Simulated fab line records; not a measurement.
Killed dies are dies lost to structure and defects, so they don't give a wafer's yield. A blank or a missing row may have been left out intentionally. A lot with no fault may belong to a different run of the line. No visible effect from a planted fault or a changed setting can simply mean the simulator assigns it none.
Which tool did it? | flow rit_cmos | 42 wafers from 14 lots sampled at 2 of the route's 202 steps

WHAT THE GAUGES READ, wafer by wafer
RIT_PLDD_TW_MEAS_10.
lot  | measured    | on            | PLDD_TW
L774 | day 2 19:35 | film_metro-04 | 2372 2363 2368
L775 | day 3 01:11 | film_metro-04 | 2381 2372 2377
L776 | day 3 05:59 | film_metro-03 | 2358 2372 2358
L777 | day 3 10:37 | film_metro-04 | 2375 2381 2381
L778 | day 3 14:27 | film_metro-01 | 2331 2323 2325
L779 | day 3 21:04 | film_metro-04 | 2392 2379 2364
L780 | day 4 00:59 | film_metro-01 | 2341 2336 2329
L781 | day 4 07:11 | film_metro-03 | 2384 2375 2383
L788 | day 5 19:05 | film_metro-03 | 2374 2365 2374
L790 | day 6 04:41 | film_metro-03 | 30 30 30
L791 | day 6 08:22 | film_metro-04 | 30 30 30
L792 | day 6 13:07 | film_metro-01 | 2346 2345 2344
L793 | day 6 19:27 | film_metro-03 | 2367 2357 2358
L794 | day 7 03:59 | film_metro-01 | 2339 2355 2347

TOOL THAT RAN EACH LOT (tool first, then ch and the chambers of the sampled wafers, then the start)
lot  | RIT_PLDD_DEVELOP_05
L774 | litho_track-02 ch 0, day 2 18:00
L775 | litho_track-02 ch 0, day 3 00:00
L776 | litho_track-03 ch 0, day 3 05:00
L777 | litho_track-04 ch 0, day 3 09:00
L778 | litho_track-04 ch 0, day 3 13:00
L779 | litho_track-02 ch 0, day 3 20:00
L780 | litho_track-03 ch 0, day 4 00:00
L781 | litho_track-03 ch 0, day 4 06:00
L788 | litho_track-04 ch 0, day 5 18:00
L790 | litho_track-02 ch 0, day 6 04:00
L791 | litho_track-02 ch 0, day 6 07:00
L792 | litho_track-03 ch 0, day 6 12:00
L793 | litho_track-03 ch 0, day 6 18:00
L794 | litho_track-03 ch 0, day 7 03:00
- RIT_PLDD_DEVELOP_05: develop time 50 s.

AS READ BY THE TOOLS THEMSELVES (means over the sampled wafers that have a number; for cases with no such wafer, the mark the record gives instead)
The record holds no such reading with a usual standard deviation.

THE ANSWER, worked out from the rows above alone
Rule: usual is defined by the lots themselves. The widest of any qualifying gaps counts: lots, ordered by their means at a reading, are off when they make up no more than a third of the lots, leave a main group of 4 or more, and stand apart from it by 3 or more times the standard deviation of that group's means. A main group is skipped when, at the precision printed for the reading in the tables above, its means are all equal. A lot without any number at a reading at which 4 lots or more have one is off too. Any other lot the step has rows for is counted as sound. After the gauges, taken in route order, come the tools' own readings; for these a lot's mean is taken, as printed above. The first step at which some lot is off is used, and at that step the reading that is off furthest; a lot without a number counts as furthest.
Off: L790, L791, seen at RIT_PLDD_TW_MEAS_10 (PLDD_TW). Mean 2361 and standard deviation 18 in the main group.
If a tool, at a process step before that reading, ran all the lots that are off and no sound lot after the first of them, it fits. The gauges at RIT_PLDD_TW_MEAS_10 are tried like those tools. One fits: litho_track-02 at RIT_PLDD_DEVELOP_05. Its last sound lot is L779 (day 3 20:00), its first lot that is off L790 (day 6 04:00): a fault that began between those two fits.

WHAT WAS PUT IN BY THE SIMULATOR
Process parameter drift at RIT_PLDD_DEVELOP_05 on litho_track-02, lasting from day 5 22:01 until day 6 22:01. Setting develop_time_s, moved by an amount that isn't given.
Struck lots among those shown: L790, L791. This agrees with what the rule above found.
